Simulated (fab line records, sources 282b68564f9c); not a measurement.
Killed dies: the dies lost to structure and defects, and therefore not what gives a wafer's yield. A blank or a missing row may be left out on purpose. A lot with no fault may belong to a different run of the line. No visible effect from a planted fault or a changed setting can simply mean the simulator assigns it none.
The same fault as seen by 2 desks	flow ritCmos	numbers are kept per desk, each desk with only its own; the story behind them comes last

METROLOGY DESK
Lot by lot, what the gauges showed, no matter which tool ran the lot: averages of those sampled wafers that carry a number. If a lot's mean is further than 4 standard deviations from the usual mean, the lot is out of limits and carries the mark OUT (the distance appears in the brackets).
Columns: A = NLDD_TW at RIT_NLDD_TW_MEAS_10, usual 2480; B = PLDD_OVL at RIT_PLDD_OVL_MEAS_06, usual 0.6 nm; C = PLDD_TW at RIT_PLDD_TW_MEAS_10, usual 2338; D = SPACER_NITRIDE_THK at RIT_SPACER_THK_MEAS_04, usual 250 nm; E = NSD_OVL at RIT_NSD_OVL_MEAS_06, usual 0.3 nm; F = NSD_TW at RIT_NSD_TW_MEAS_10, usual 3092; G = PSD_OVL at RIT_PSD_OVL_MEAS_06, usual 0.1 nm
lot	first seen here	A	B	C	D	E	F	G
L724	day 4 07:13	2484	2.5	2318	251	0.7	3054	0.4
L727	day 5 02:17	2486	2.4	2339	247	0.9	3079	-0.1
L731	day 5 21:17	2487	0.5	2350	250	1.4	3128	-0.0
L732	day 6 05:11	2467	3.3	2360	255	-1.0	3115	1.6
L734	day 6 13:43	2488	-0.6	2361	248	1.7	3109	0.6
L735	day 6 22:44	2461	3.1	2352	246	0.4	3103	0.8
L736	day 7 02:08	2494	-1.8	2345	254	2.0	3085	3.2
Finding of this desk: none of the 7 lots has anything out of limits.

DESK OF THE TOOL OWNER: implanter-02
The tool's own readings at RIT_PLDD_IMPLANT_08: means of the sampled wafers that have a number, for each lot that ran on this tool. If a lot's mean is further than 4 standard deviations from the usual mean, the lot is out of limits and carries the mark OUT (the distance appears in the brackets).
Columns: A = beamOnS at RIT_PLDD_IMPLANT_08, usual 9.97 s; B = doseIonsCm2 at RIT_PLDD_IMPLANT_08, usual 9e+14
lot	first seen here	A	B
L724	day 4 08:26	10.00	9e+14
L731	day 5 22:31	10.05	9e+14
L732	day 6 06:17	10.09	9e+14
L734	day 6 14:56	9.91	9e+14
Finding of this desk: none of the 4 lots has anything out of limits.

TAKEN TOGETHER
The metrology desk saw nothing out of limits.
The tool owner's desk saw nothing out of limits.

WHAT THE SIMULATOR HAD PUT IN
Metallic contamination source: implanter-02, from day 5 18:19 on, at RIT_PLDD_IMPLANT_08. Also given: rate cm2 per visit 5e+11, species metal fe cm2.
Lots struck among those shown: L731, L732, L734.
